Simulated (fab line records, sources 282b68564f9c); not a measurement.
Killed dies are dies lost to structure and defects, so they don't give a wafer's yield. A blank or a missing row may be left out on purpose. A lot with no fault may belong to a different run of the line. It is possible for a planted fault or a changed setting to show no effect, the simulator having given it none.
Split-lot study | flow rit cmos | on a route of 202 steps: 5 lots, 23 wafers read

== SPLIT DETAILS ==
At RIT_PWELL_IMPLANT_08, the setting dose cm2 was moved away from the recipe's 7e+13 on 10 of the 23 wafers read, by +2.8% to +6.3%. This setting was run at the recipe's value on the other wafers.

== FROM THE SPLIT TO THE READING: what the file shows between them, 3 steps ==
- RIT_PWELL_STRIP_09: strips in O2, time 180 s
- RIT_PWELL_TW_MEAS_10
- RIT_WELLDRIVE_ANNEAL_00: time 14700 s

== THE READING ==
PWELL_RS in ohm/sq, measured at RIT_WELLDRIVE_RS_MEAS_02 by four-point-probe. On this fab line, fault-free wafers typically give 429.8 ohm/sq with a standard deviation of 1.2 ohm/sq.

wafer  | tool, chamber at the split | dose cm2 as run | against the recipe | PWELL_RS, ohm/sq | against lot-mates on the recipe
L074.2 | implanter-03, 0            | 7e+13           | recipe             | 428.2            | -
L074.3 | implanter-03, 0            | 7e+13           | recipe             | 429.9            | -
L074.4 | implanter-03, 0            | 7e+13           | recipe             | 428.0            | -
L076.2 | implanter-01, 0            | 7e+13           | recipe             | 428.9            | -
L076.3 | implanter-01, 0            | 7e+13           | recipe             | 429.8            | -
L076.4 | implanter-01, 0            | 7.198e+13       | +2.8%              | 421.3            | -8.1
L076.5 | implanter-01, 0            | 7e+13           | recipe             | 429.4            | -
L076.6 | implanter-01, 0            | 7.198e+13       | +2.8%              | 422.7            | -6.7
L077.2 | implanter-01, 0            | 7e+13           | recipe             | 429.4            | -
L077.3 | implanter-01, 0            | 7e+13           | recipe             | 428.8            | -
L077.4 | implanter-01, 0            | 7e+13           | recipe             | 429.3            | -
L077.5 | implanter-01, 0            | 7.442e+13       | +6.3%              | 413.0            | -16.2
L077.6 | implanter-01, 0            | 7.442e+13       | +6.3%              | 413.8            | -15.4
L080.1 | implanter-03, 0            | 7.232e+13       | +3.3%              | 418.5            | -9.9
L080.3 | implanter-03, 0            | 7e+13           | recipe             | 428.3            | -
L080.4 | implanter-03, 0            | 7e+13           | recipe             | 428.4            | -
L080.5 | implanter-03, 0            | 7.232e+13       | +3.3%              | 419.6            | -8.8
L080.6 | implanter-03, 0            | 7.232e+13       | +3.3%              | 420.7            | -7.7
L084.1 | implanter-03, 0            | 7.43e+13        | +6.1%              | 414.5            | -16.2
L084.2 | implanter-03, 0            | 7.43e+13        | +6.1%              | 415.5            | -15.2
L084.3 | implanter-03, 0            | 7e+13           | recipe             | 430.3            | -
L084.4 | implanter-03, 0            | 7.43e+13        | +6.1%              | 415.3            | -15.4
L084.5 | implanter-03, 0            | 7e+13           | recipe             | 431.1            | -

THE FIT
A straight line over all 23 wafers: PWELL_RS changes by -2.43 ohm/sq for each +1% of dose cm2; r = -0.99; the points scatter about the line by 1.1 ohm/sq.
The same after taking each lot's own level away (the mean of its wafers on the recipe; 23 wafers): -2.53 ohm/sq for each +1%; r = -1.00; scatter 0.61 ohm/sq.
The reading moves by 16 ohm/sq for the largest change in dose cm2, on that fit.
From 428.35 to 430.70 ohm/sq: that is the span of the lots' own levels, equal to 2.0 times the standard deviation above.
Consequently the slope shifts little with the lot-to-lot level, the two slopes agreeing.
Check: -16 ohm/sq against its lot-mates is what the line predicts for one of the wafers moved furthest among these (+6.3%) when that wafer is left out of the fit. It came out at -16.2 ohm/sq against them.

== THESE WAFERS: OTHER SPLITS ==
Before the reading, these wafers also passed through other splits. Each is held against what the fit with the lots' levels taken away leaves over:
other split on the same wafers      | wafers away from the commonest value | r with PWELL_RS (lot level and that fit taken away)
RIT_ACTIVE_CVD_03 sih2cl2 flow sccm | 15                                   | +0.17
RIT_NWELL_HARDBAKE_07 temp c        | 7                                    | +0.22
RIT_PWELL_SOFTBAKE_02 temp c        | 9                                    | -0.12

== THE WHOLE CHAIN: every reading that the file lists as answering this split, in the file's order ==
step                     | what it does                 | reading                                                                        | change (the file's fit)           | r (the file's)
RIT_PWELL_TW_MEAS_10     |                              | PWELL_TW                                                                       | +3.35 for each +1% of the setting | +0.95
RIT_WELLDRIVE_RS_MEAS_02 | measures by four-point-probe | PWELL_RS                                                                       | -2.54 for each +1% of the setting | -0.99
RIT_M1_PROBE_99          |                              | etest.pwell pinched.rs ohm sq (the simulator's own value, which no gauge read) | -3 for each +1% of the setting    | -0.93
RIT_M1_PROBE_99          |                              | etest.pwell.rs ohm sq (the simulator's own value, which no gauge read)         | -2.43 for each +1% of the setting | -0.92

== FILE'S OWN FIT ==
PWELL_RS changes by -2.54 ohm/sq for each +1% of dose cm2, r = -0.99.
